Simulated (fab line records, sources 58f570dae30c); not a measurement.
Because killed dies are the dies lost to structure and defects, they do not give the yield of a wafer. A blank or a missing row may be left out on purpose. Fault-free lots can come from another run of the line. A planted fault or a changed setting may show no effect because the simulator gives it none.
Matching of chambers    flow berkeley cmos170    4 sister chambers for UCB170_M3_STRIP_08 on wet bench-02
The step strips KrF in DMSO, time 600 s. 4 wafers are shown with their chamber, then 10 later ones without.

## WAFERS, EACH WITH ITS CHAMBER
wafer   chamber  bath guard temp C (C)
L198.6  3        78.8
L197.5  2        81.0
L210.5  0        80.8
L211.3  1        80.9

## WAFERS WHOSE CHAMBER IS MISSING
wafer   bath guard temp C (C)
L211.6  80.6
L214.1  80.7
L214.4  80.8
L214.5  80.8
L216.1  80.9
L216.2  80.4
L216.6  80.8
L219.3  81.2
L219.4  80.8
L219.5  80.9

## CHAMBER TAKEN BY EACH
wafer   from the rows above           in truth
L211.6  can't be placed: 0 or 1 or 2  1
L214.1  can't be placed: 0 or 1 or 2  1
L214.4  can't be placed: 0 or 1 or 2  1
L214.5  can't be placed: 0 or 1 or 2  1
L216.1  can't be placed: 1 or 2 or 0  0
L216.2  can't be placed: 0 or 1 or 2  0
L216.6  can't be placed: 0 or 1 or 2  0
L219.3  can't be placed: 2 or 1 or 0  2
L219.4  can't be placed: 0 or 1 or 2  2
L219.5  can't be placed: 1 or 2 or 0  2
Correct placement for 0 of the 10. Can't be placed from these rows: 10 (the true chamber is among the candidates in 10). Number placed wrongly: 0.
How it was worked out, from the rows above alone: a wafer's distance from a chamber is the root of the sum, over the readings, of the square of ((its reading less the chamber's mean) divided by the reading's scatter). If the next closest chamber is less than 2 further off than the closest, the wafer can't be placed; otherwise it belongs to the closest. Each chamber's mean is taken over the wafers shown for it. The scatter: with one shown wafer a chamber, the root of the mean of the squares of how far each hidden wafer lies from its nearest shown one.
